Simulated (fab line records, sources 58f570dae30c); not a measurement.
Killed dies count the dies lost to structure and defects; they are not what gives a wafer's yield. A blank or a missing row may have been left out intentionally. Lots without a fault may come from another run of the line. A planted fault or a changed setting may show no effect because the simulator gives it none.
fab line records / flow berkeleyCmos170
record: lots: 14 wafers: 42 lastDay: 11
route steps=331 shown NWELL@26 PFIELD@85 FIELD@94 PVT@121
lots that met no fault: from a run of the same line without faults
startH: the number of hours between the record's first day and the start of the first shown wafer of the lot / waitH: time in hours since the lot's previous step / " the same as in the row above / L1.1+2: a row that stands for several wafers / - no value, or no start given / * or withheld: withheld / < > ~ a bound
route shown NAME@n: names a module that has steps shown in the file, with the first one's number in the route / usual: mean and standard deviation over wafers with no fault / same: alike in all rows / chamber/n: place in a boat / sites: each site's reading / _std_site: how widely they spread, as a standard deviation / _edge_site: mean of outer sites minus mean of inner sites / radiusMm: how far each site lies from the wafer's centre / mask NAME#n: copy n / behind: the tool/chamber that last shaped the wafer / hold: why the lot was held/for how many hours/how that ended / device: transistor that didn't switch, given as n, p or np / end of line: the tests these same wafers got at the end of their route / a step without rows: its recipe alone / killed: dies that structure and defects cost at the first sort, which is not the same as the wafer's yield / map: a wafer's dies, marking killed ones x, the rest . and places with no die _
set.NAME: the setting as run; set.NAME@STEP: as run at that earlier step / model.NAME: the simulator's own value behind a step, which no gauge read
steps of the route over a sample of lots; a table a step, a row a wafer
services: the hour from which a tool's chamber was out of use, counted from the record's first day as startH (under 0 if before that day), plus the number of hours and why
== steps ==
step: UCB170_NWELL_OVL_MEAS_12
usual: NWELL_OVL: -1/4.7
lot.wafer=L645.2 tool=overlay-01 chamber=- startH=33.11 waitH=- NWELL_OVL[nm]=-6
lot.wafer=L645.3 tool=overlay-01 chamber=- startH=33.11 waitH=- NWELL_OVL[nm]=3
lot.wafer=L645.6 tool=overlay-01 chamber=- startH=33.11 waitH=- NWELL_OVL[nm]=-5
lot.wafer=L647.1 tool=overlay-02 chamber=- startH=38.94 waitH=- NWELL_OVL[nm]=-1
lot.wafer=L647.4 tool=overlay-02 chamber=- startH=38.94 waitH=- NWELL_OVL[nm]=-2
lot.wafer=L647.6 tool=overlay-02 chamber=- startH=38.94 waitH=- NWELL_OVL[nm]=-4
lot.wafer=L649.1 tool=overlay-01 chamber=- startH=53.26 waitH=- NWELL_OVL[nm]=-1
lot.wafer=L649.4 tool=overlay-01 chamber=- startH=53.26 waitH=- NWELL_OVL[nm]=1
lot.wafer=L649.5 tool=overlay-01 chamber=- startH=53.26 waitH=- NWELL_OVL[nm]=0
lot.wafer=L650.1 tool=overlay-01 chamber=- startH=53.66 waitH=- NWELL_OVL[nm]=-1
lot.wafer=L650.2 tool=overlay-01 chamber=- startH=53.66 waitH=- NWELL_OVL[nm]=-3
lot.wafer=L650.5 tool=overlay-01 chamber=- startH=53.66 waitH=- NWELL_OVL[nm]=2
lot.wafer=L651.1 tool=overlay-02 chamber=- startH=60.35 waitH=- NWELL_OVL[nm]=-1
lot.wafer=L651.3 tool=overlay-02 chamber=- startH=60.35 waitH=- NWELL_OVL[nm]=1
lot.wafer=L651.4 tool=overlay-02 chamber=- startH=60.35 waitH=- NWELL_OVL[nm]=0
lot.wafer=L653.1 tool=overlay-02 chamber=- startH=66.90 waitH=- NWELL_OVL[nm]=-2
lot.wafer=L653.3 tool=overlay-02 chamber=- startH=66.90 waitH=- NWELL_OVL[nm]=-5
lot.wafer=L653.4 tool=overlay-02 chamber=- startH=66.90 waitH=- NWELL_OVL[nm]=-6
lot.wafer=L657.2 tool=overlay-01 chamber=- startH=93.04 waitH=- NWELL_OVL[nm]=1
lot.wafer=L657.4 tool=overlay-01 chamber=- startH=93.04 waitH=- NWELL_OVL[nm]=1
lot.wafer=L657.5 tool=overlay-01 chamber=- startH=93.04 waitH=- NWELL_OVL[nm]=1
lot.wafer=L659.1 tool=overlay-01 chamber=- startH=101.88 waitH=- NWELL_OVL[nm]=5
lot.wafer=L659.3 tool=overlay-01 chamber=- startH=101.88 waitH=- NWELL_OVL[nm]=4
lot.wafer=L659.6 tool=overlay-01 chamber=- startH=101.88 waitH=- NWELL_OVL[nm]=9
lot.wafer=L660.3 tool=overlay-01 chamber=- startH=108.79 waitH=- NWELL_OVL[nm]=-8
lot.wafer=L660.4 tool=overlay-01 chamber=- startH=108.79 waitH=- NWELL_OVL[nm]=-1
lot.wafer=L660.6 tool=overlay-01 chamber=- startH=108.79 waitH=- NWELL_OVL[nm]=-11
lot.wafer=L661.4 tool=overlay-02 chamber=- startH=115.28 waitH=- NWELL_OVL[nm]=3
lot.wafer=L661.5 tool=overlay-02 chamber=- startH=115.28 waitH=- NWELL_OVL[nm]=-4
lot.wafer=L661.6 tool=overlay-02 chamber=- startH=115.28 waitH=- NWELL_OVL[nm]=1
lot.wafer=L663.3 tool=overlay-02 chamber=- startH=129.17 waitH=- NWELL_OVL[nm]=-5
lot.wafer=L663.4 tool=overlay-02 chamber=- startH=129.17 waitH=- NWELL_OVL[nm]=-2
lot.wafer=L663.6 tool=overlay-02 chamber=- startH=129.17 waitH=- NWELL_OVL[nm]=-3
lot.wafer=L664.1 tool=overlay-01 chamber=- startH=129.43 waitH=- NWELL_OVL[nm]=-3
lot.wafer=L664.4 tool=overlay-01 chamber=- startH=129.43 waitH=- NWELL_OVL[nm]=-6
lot.wafer=L664.6 tool=overlay-01 chamber=- startH=129.43 waitH=- NWELL_OVL[nm]=-6
lot.wafer=L665.1 tool=overlay-01 chamber=- startH=134.60 waitH=- NWELL_OVL[nm]=5
lot.wafer=L665.2 tool=overlay-01 chamber=- startH=134.60 waitH=- NWELL_OVL[nm]=6
lot.wafer=L665.3 tool=overlay-01 chamber=- startH=134.60 waitH=- NWELL_OVL[nm]=4
lot.wafer=L666.1 tool=overlay-02 chamber=- startH=134.71 waitH=- NWELL_OVL[nm]=5
lot.wafer=L666.5 tool=overlay-02 chamber=- startH=134.71 waitH=- NWELL_OVL[nm]=8
lot.wafer=L666.6 tool=overlay-02 chamber=- startH=134.71 waitH=- NWELL_OVL[nm]=7
step: UCB170_PFIELD_OVL_MEAS_06
usual: PFIELD_OVL: 2/6.4
lot.wafer=L645.2 tool=overlay-02 chamber=- startH=69.90 waitH=- PFIELD_OVL[nm]=14
lot.wafer=L645.3 tool=overlay-02 chamber=- startH=69.90 waitH=- PFIELD_OVL[nm]=12
lot.wafer=L645.6 tool=overlay-02 chamber=- startH=69.90 waitH=- PFIELD_OVL[nm]=19
lot.wafer=L647.1 tool=overlay-02 chamber=- startH=81.49 waitH=- PFIELD_OVL[nm]=-1
lot.wafer=L647.4 tool=overlay-02 chamber=- startH=81.49 waitH=- PFIELD_OVL[nm]=-10
lot.wafer=L647.6 tool=overlay-02 chamber=- startH=81.49 waitH=- PFIELD_OVL[nm]=-8
lot.wafer=L649.1 tool=overlay-02 chamber=- startH=97.26 waitH=- PFIELD_OVL[nm]=9
lot.wafer=L649.4 tool=overlay-02 chamber=- startH=97.26 waitH=- PFIELD_OVL[nm]=6
lot.wafer=L649.5 tool=overlay-02 chamber=- startH=97.26 waitH=- PFIELD_OVL[nm]=14
lot.wafer=L650.1 tool=overlay-01 chamber=- startH=97.95 waitH=- PFIELD_OVL[nm]=5
lot.wafer=L650.2 tool=overlay-01 chamber=- startH=97.95 waitH=- PFIELD_OVL[nm]=6
lot.wafer=L650.5 tool=overlay-01 chamber=- startH=97.95 waitH=- PFIELD_OVL[nm]=7
lot.wafer=L651.1 tool=overlay-02 chamber=- startH=105.89 waitH=- PFIELD_OVL[nm]=0
lot.wafer=L651.3 tool=overlay-02 chamber=- startH=105.89 waitH=- PFIELD_OVL[nm]=0
lot.wafer=L651.4 tool=overlay-02 chamber=- startH=105.89 waitH=- PFIELD_OVL[nm]=-2
lot.wafer=L653.1 tool=overlay-01 chamber=- startH=117.80 waitH=- PFIELD_OVL[nm]=-1
lot.wafer=L653.3 tool=overlay-01 chamber=- startH=117.80 waitH=- PFIELD_OVL[nm]=4
lot.wafer=L653.4 tool=overlay-01 chamber=- startH=117.80 waitH=- PFIELD_OVL[nm]=-9
lot.wafer=L657.2 tool=overlay-02 chamber=- startH=140.68 waitH=- PFIELD_OVL[nm]=5
lot.wafer=L657.4 tool=overlay-02 chamber=- startH=140.68 waitH=- PFIELD_OVL[nm]=6
lot.wafer=L657.5 tool=overlay-02 chamber=- startH=140.68 waitH=- PFIELD_OVL[nm]=14
lot.wafer=L659.1 tool=overlay-01 chamber=- startH=155.40 waitH=- PFIELD_OVL[nm]=4
lot.wafer=L659.3 tool=overlay-01 chamber=- startH=155.40 waitH=- PFIELD_OVL[nm]=9
lot.wafer=L659.6 tool=overlay-01 chamber=- startH=155.40 waitH=- PFIELD_OVL[nm]=7
lot.wafer=L660.3 tool=overlay-02 chamber=- startH=155.46 waitH=- PFIELD_OVL[nm]=5
lot.wafer=L660.4 tool=overlay-02 chamber=- startH=155.46 waitH=- PFIELD_OVL[nm]=0
lot.wafer=L660.6 tool=overlay-02 chamber=- startH=155.46 waitH=- PFIELD_OVL[nm]=5
lot.wafer=L661.4 tool=overlay-01 chamber=- startH=167.04 waitH=- PFIELD_OVL[nm]=-4
lot.wafer=L661.5 tool=overlay-01 chamber=- startH=167.04 waitH=- PFIELD_OVL[nm]=3
lot.wafer=L661.6 tool=overlay-01 chamber=- startH=167.04 waitH=- PFIELD_OVL[nm]=-5
lot.wafer=L664.1 tool=overlay-01 chamber=- startH=173.52 waitH=- PFIELD_OVL[nm]=-3
lot.wafer=L664.4 tool=overlay-01 chamber=- startH=173.52 waitH=- PFIELD_OVL[nm]=-4
lot.wafer=L664.6 tool=overlay-01 chamber=- startH=173.52 waitH=- PFIELD_OVL[nm]=0
lot.wafer=L663.3 tool=overlay-02 chamber=- startH=174.92 waitH=- PFIELD_OVL[nm]=-2
lot.wafer=L663.4 tool=overlay-02 chamber=- startH=174.92 waitH=- PFIELD_OVL[nm]=3
lot.wafer=L663.6 tool=overlay-02 chamber=- startH=174.92 waitH=- PFIELD_OVL[nm]=-1
lot.wafer=L665.1 tool=overlay-02 chamber=- startH=182.20 waitH=- PFIELD_OVL[nm]=-7
lot.wafer=L665.2 tool=overlay-02 chamber=- startH=182.20 waitH=- PFIELD_OVL[nm]=-3
lot.wafer=L665.3 tool=overlay-02 chamber=- startH=182.20 waitH=- PFIELD_OVL[nm]=-9
lot.wafer=L666.1 tool=overlay-02 chamber=- startH=182.48 waitH=- PFIELD_OVL[nm]=-3
lot.wafer=L666.5 tool=overlay-02 chamber=- startH=182.48 waitH=- PFIELD_OVL[nm]=-5
lot.wafer=L666.6 tool=overlay-02 chamber=- startH=182.48 waitH=- PFIELD_OVL[nm]=-4
step: UCB170_FIELD_WET_ETCH_05
recipe: chemistry: H3PO4 target: Si3N4 tempC: 160 timeS: 12600
usual: bathGuardTempC: 160.0/0.65 bathHeatDutyPct: 25.9/2 tempC: 160.02/0.15
lot.wafer=L645.2 tool=wetBench-04 chamber=0 startH=79.36 waitH=0.0 bathGuardTempC=160.6 bathHeatDutyPct=28.6 tempC=160.02
lot.wafer=L645.3 tool=wetBench-04 chamber=0 startH=79.36 waitH=0.0 bathGuardTempC=160.7 bathHeatDutyPct=26.6 tempC=160.02
lot.wafer=L645.6 tool=wetBench-04 chamber=0 startH=79.36 waitH=0.0 bathGuardTempC=160.4 bathHeatDutyPct=28.5 tempC=159.94
lot.wafer=L647.1 tool=wetBench-03 chamber=3 startH=91.91 waitH=0.0 bathGuardTempC=159.0 bathHeatDutyPct=26.6 tempC=159.88
lot.wafer=L647.4 tool=wetBench-03 chamber=3 startH=91.91 waitH=0.0 bathGuardTempC=159.2 bathHeatDutyPct=26.2 tempC=159.99
lot.wafer=L647.6 tool=wetBench-03 chamber=3 startH=91.91 waitH=0.0 bathGuardTempC=159.6 bathHeatDutyPct=26.8 tempC=160.05
lot.wafer=L649.1 tool=wetBench-01 chamber=3 startH=109.57 waitH=0.0 bathGuardTempC=- bathHeatDutyPct=- tempC=-
lot.wafer=L649.4 tool=wetBench-01 chamber=3 startH=109.57 waitH=0.0 bathGuardTempC=- bathHeatDutyPct=- tempC=-
lot.wafer=L649.5 tool=wetBench-01 chamber=3 startH=109.57 waitH=0.0 bathGuardTempC=- bathHeatDutyPct=- tempC=-
lot.wafer=L650.1 tool=wetBench-01 chamber=1 startH=109.57 waitH=0.0 bathGuardTempC=- bathHeatDutyPct=- tempC=-
lot.wafer=L650.2 tool=wetBench-01 chamber=1 startH=109.57 waitH=0.0 bathGuardTempC=- bathHeatDutyPct=- tempC=-
lot.wafer=L650.5 tool=wetBench-01 chamber=1 startH=109.57 waitH=0.0 bathGuardTempC=- bathHeatDutyPct=- tempC=-
lot.wafer=L651.1 tool=wetBench-03 chamber=1 startH=116.88 waitH=0.0 bathGuardTempC=159.8 bathHeatDutyPct=25.6 tempC=160.10
lot.wafer=L651.3 tool=wetBench-03 chamber=1 startH=116.88 waitH=0.0 bathGuardTempC=160.1 bathHeatDutyPct=26.1 tempC=160.23
lot.wafer=L651.4 tool=wetBench-03 chamber=1 startH=116.88 waitH=0.0 bathGuardTempC=160.1 bathHeatDutyPct=24.1 tempC=160.03
lot.wafer=L653.1 tool=wetBench-04 chamber=3 startH=131.31 waitH=0.0 bathGuardTempC=160.2 bathHeatDutyPct=28.6 tempC=159.76
lot.wafer=L653.3 tool=wetBench-04 chamber=3 startH=131.31 waitH=0.0 bathGuardTempC=159.7 bathHeatDutyPct=27.7 tempC=159.67
lot.wafer=L653.4 tool=wetBench-04 chamber=3 startH=131.31 waitH=0.0 bathGuardTempC=159.9 bathHeatDutyPct=27.6 tempC=160.06
lot.wafer=L657.2 tool=wetBench-04 chamber=2 startH=151.51 waitH=0.0 bathGuardTempC=159.8 bathHeatDutyPct=23.4 tempC=160.02
lot.wafer=L657.4 tool=wetBench-04 chamber=2 startH=151.51 waitH=0.0 bathGuardTempC=160.2 bathHeatDutyPct=22.2 tempC=160.06
lot.wafer=L657.5 tool=wetBench-04 chamber=2 startH=151.51 waitH=0.0 bathGuardTempC=159.9 bathHeatDutyPct=24.0 tempC=160.25
lot.wafer=L659.1 tool=wetBench-01 chamber=2 startH=163.39 waitH=0.0 bathGuardTempC=160.2 bathHeatDutyPct=27.7 tempC=159.97
lot.wafer=L659.3 tool=wetBench-01 chamber=2 startH=163.39 waitH=0.0 bathGuardTempC=160.4 bathHeatDutyPct=25.1 tempC=160.14
lot.wafer=L659.6 tool=wetBench-01 chamber=2 startH=163.39 waitH=0.0 bathGuardTempC=160.1 bathHeatDutyPct=25.2 tempC=160.16
lot.wafer=L660.3 tool=wetBench-01 chamber=0 startH=163.39 waitH=0.0 bathGuardTempC=159.1 bathHeatDutyPct=28.9 tempC=160.16
lot.wafer=L660.4 tool=wetBench-01 chamber=0 startH=163.39 waitH=0.0 bathGuardTempC=159.3 bathHeatDutyPct=28.8 tempC=159.76
lot.wafer=L660.6 tool=wetBench-01 chamber=0 startH=163.39 waitH=0.0 bathGuardTempC=159.9 bathHeatDutyPct=28.4 tempC=159.97
lot.wafer=L661.4 tool=wetBench-03 chamber=1 startH=173.94 waitH=0.0 bathGuardTempC=160.0 bathHeatDutyPct=24.9 tempC=159.92
lot.wafer=L661.5 tool=wetBench-03 chamber=1 startH=173.94 waitH=0.0 bathGuardTempC=159.9 bathHeatDutyPct=25.2 tempC=159.96
lot.wafer=L661.6 tool=wetBench-03 chamber=1 startH=173.94 waitH=0.0 bathGuardTempC=159.9 bathHeatDutyPct=25.7 tempC=160.28
lot.wafer=L663.3 tool=wetBench-01 chamber=2 startH=182.92 waitH=0.0 bathGuardTempC=160.3 bathHeatDutyPct=26.2 tempC=160.26
lot.wafer=L663.4 tool=wetBench-01 chamber=2 startH=182.92 waitH=0.0 bathGuardTempC=160.0 bathHeatDutyPct=26.1 tempC=160.32
lot.wafer=L663.6 tool=wetBench-01 chamber=2 startH=182.92 waitH=0.0 bathGuardTempC=160.4 bathHeatDutyPct=25.5 tempC=160.29
lot.wafer=L664.1 tool=wetBench-01 chamber=1 startH=182.92 waitH=0.0 bathGuardTempC=159.7 bathHeatDutyPct=23.5 tempC=160.05
lot.wafer=L664.4 tool=wetBench-01 chamber=1 startH=182.92 waitH=0.0 bathGuardTempC=160.1 bathHeatDutyPct=23.2 tempC=159.82
lot.wafer=L664.6 tool=wetBench-01 chamber=1 startH=182.92 waitH=0.0 bathGuardTempC=159.9 bathHeatDutyPct=21.8 tempC=160.00
lot.wafer=L665.1 tool=wetBench-03 chamber=3 startH=191.20 waitH=0.0 bathGuardTempC=159.0 bathHeatDutyPct=26.7 tempC=160.04
lot.wafer=L665.2 tool=wetBench-03 chamber=3 startH=191.20 waitH=0.0 bathGuardTempC=159.0 bathHeatDutyPct=26.4 tempC=159.85
lot.wafer=L665.3 tool=wetBench-03 chamber=3 startH=191.20 waitH=0.0 bathGuardTempC=159.4 bathHeatDutyPct=26.6 tempC=160.10
lot.wafer=L666.1 tool=wetBench-03 chamber=0 startH=191.20 waitH=0.0 bathGuardTempC=159.8 bathHeatDutyPct=26.9 tempC=160.04
lot.wafer=L666.5 tool=wetBench-03 chamber=0 startH=191.20 waitH=0.0 bathGuardTempC=160.1 bathHeatDutyPct=27.9 tempC=159.97
lot.wafer=L666.6 tool=wetBench-03 chamber=0 startH=191.20 waitH=0.0 bathGuardTempC=159.6 bathHeatDutyPct=29.2 tempC=160.15
step: UCB170_PVT_OVL_MEAS_06
usual: PVT_OVL: 0/5.3
lot.wafer=L645.2 tool=overlay-01 chamber=- startH=100.21 waitH=- PVT_OVL[nm]=-4
lot.wafer=L645.3 tool=overlay-01 chamber=- startH=100.21 waitH=- PVT_OVL[nm]=-7
lot.wafer=L645.6 tool=overlay-01 chamber=- startH=100.21 waitH=- PVT_OVL[nm]=-6
lot.wafer=L647.1 tool=overlay-01 chamber=- startH=116.71 waitH=- PVT_OVL[nm]=0
lot.wafer=L647.4 tool=overlay-01 chamber=- startH=116.71 waitH=- PVT_OVL[nm]=4
lot.wafer=L647.6 tool=overlay-01 chamber=- startH=116.71 waitH=- PVT_OVL[nm]=7
lot.wafer=L649.1 tool=overlay-01 chamber=- startH=129.68 waitH=- PVT_OVL[nm]=1
lot.wafer=L649.4 tool=overlay-01 chamber=- startH=129.68 waitH=- PVT_OVL[nm]=0
lot.wafer=L649.5 tool=overlay-01 chamber=- startH=129.68 waitH=- PVT_OVL[nm]=1
lot.wafer=L650.1 tool=overlay-01 chamber=- startH=129.95 waitH=- PVT_OVL[nm]=-4
lot.wafer=L650.2 tool=overlay-01 chamber=- startH=129.95 waitH=- PVT_OVL[nm]=-4
lot.wafer=L650.5 tool=overlay-01 chamber=- startH=129.95 waitH=- PVT_OVL[nm]=-11
lot.wafer=L651.1 tool=overlay-01 chamber=- startH=140.70 waitH=- PVT_OVL[nm]=-2
lot.wafer=L651.3 tool=overlay-01 chamber=- startH=140.70 waitH=- PVT_OVL[nm]=-7
lot.wafer=L651.4 tool=overlay-01 chamber=- startH=140.70 waitH=- PVT_OVL[nm]=-5
lot.wafer=L653.1 tool=overlay-01 chamber=- startH=149.04 waitH=- PVT_OVL[nm]=2
lot.wafer=L653.3 tool=overlay-01 chamber=- startH=149.04 waitH=- PVT_OVL[nm]=-1
lot.wafer=L653.4 tool=overlay-01 chamber=- startH=149.04 waitH=- PVT_OVL[nm]=2
lot.wafer=L657.2 tool=overlay-01 chamber=- startH=169.05 waitH=- PVT_OVL[nm]=2
lot.wafer=L657.4 tool=overlay-01 chamber=- startH=169.05 waitH=- PVT_OVL[nm]=1
lot.wafer=L657.5 tool=overlay-01 chamber=- startH=169.05 waitH=- PVT_OVL[nm]=-6
lot.wafer=L660.3 tool=overlay-02 chamber=- startH=178.26 waitH=- PVT_OVL[nm]=-4
lot.wafer=L660.4 tool=overlay-02 chamber=- startH=178.26 waitH=- PVT_OVL[nm]=-7
lot.wafer=L660.6 tool=overlay-02 chamber=- startH=178.26 waitH=- PVT_OVL[nm]=-1
lot.wafer=L659.1 tool=overlay-02 chamber=- startH=178.82 waitH=- PVT_OVL[nm]=-1
lot.wafer=L659.3 tool=overlay-02 chamber=- startH=178.82 waitH=- PVT_OVL[nm]=0
lot.wafer=L659.6 tool=overlay-02 chamber=- startH=178.82 waitH=- PVT_OVL[nm]=1
lot.wafer=L661.4 tool=overlay-02 chamber=- startH=192.81 waitH=- PVT_OVL[nm]=3
lot.wafer=L661.5 tool=overlay-02 chamber=- startH=192.81 waitH=- PVT_OVL[nm]=3
lot.wafer=L661.6 tool=overlay-02 chamber=- startH=192.81 waitH=- PVT_OVL[nm]=7
lot.wafer=L663.3 tool=overlay-02 chamber=- startH=202.13 waitH=- PVT_OVL[nm]=4
lot.wafer=L663.4 tool=overlay-02 chamber=- startH=202.13 waitH=- PVT_OVL[nm]=1
lot.wafer=L663.6 tool=overlay-02 chamber=- startH=202.13 waitH=- PVT_OVL[nm]=1
lot.wafer=L664.1 tool=overlay-02 chamber=- startH=202.76 waitH=- PVT_OVL[nm]=-4
lot.wafer=L664.4 tool=overlay-02 chamber=- startH=202.76 waitH=- PVT_OVL[nm]=10
lot.wafer=L664.6 tool=overlay-02 chamber=- startH=202.76 waitH=- PVT_OVL[nm]=-1
lot.wafer=L666.1 tool=overlay-01 chamber=- startH=211.92 waitH=- PVT_OVL[nm]=-9
lot.wafer=L666.5 tool=overlay-01 chamber=- startH=211.92 waitH=- PVT_OVL[nm]=-7
lot.wafer=L666.6 tool=overlay-01 chamber=- startH=211.92 waitH=- PVT_OVL[nm]=-4
lot.wafer=L665.1 tool=overlay-02 chamber=- startH=212.19 waitH=- PVT_OVL[nm]=-5
lot.wafer=L665.2 tool=overlay-02 chamber=- startH=212.19 waitH=- PVT_OVL[nm]=2
lot.wafer=L665.3 tool=overlay-02 chamber=- startH=212.19 waitH=- PVT_OVL[nm]=-3
== services ==
tool=wetBench-04 chamber=- startH=136.41 hours=1.5 kind=repair
== key ==
firstSign: step: UCB170_FIELD_WET_ETCH_05 reading: toolRecord direction: missing
effect none on later readings
metAt UCB170_FIELD_WET_ETCH_05
struckLots L649,L650
laterRowsLeftOut L649.1,L649.4,L649.5,L650.1,L650.2,L650.5
sortLeftOut L649.1,L649.4,L649.5,L650.1,L650.2,L650.5
testerLeftOut L649,L650
notActingAt UCB170_NWELL_OVL_MEAS_12,UCB170_PFIELD_OVL_MEAS_06,UCB170_PVT_OVL_MEAS_06
fault: kind: skippedStepWhole tool: wetBench-01 chamber: - onsetH: 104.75 steps: UCB170_FIELD_WET_ETCH_05 scope: struckLotsOnly
testerLeftOut: of these lots the tester's yield and bins aren't shown, on N5 and GAA mostly nor the transistor test; their killed dies are dies lost to structure and defects alone, not to doping, threshold or leakage, so they don't give the yield
sortLeftOut: the simulated sort isn't trusted on such a fault, so these wafers' sort isn't shown, and their yield isn't known
laterRowsLeftOut: the simulator's readings of these wafers behind a module that went badly wrong aren't trusted and aren't shown, but for the sort
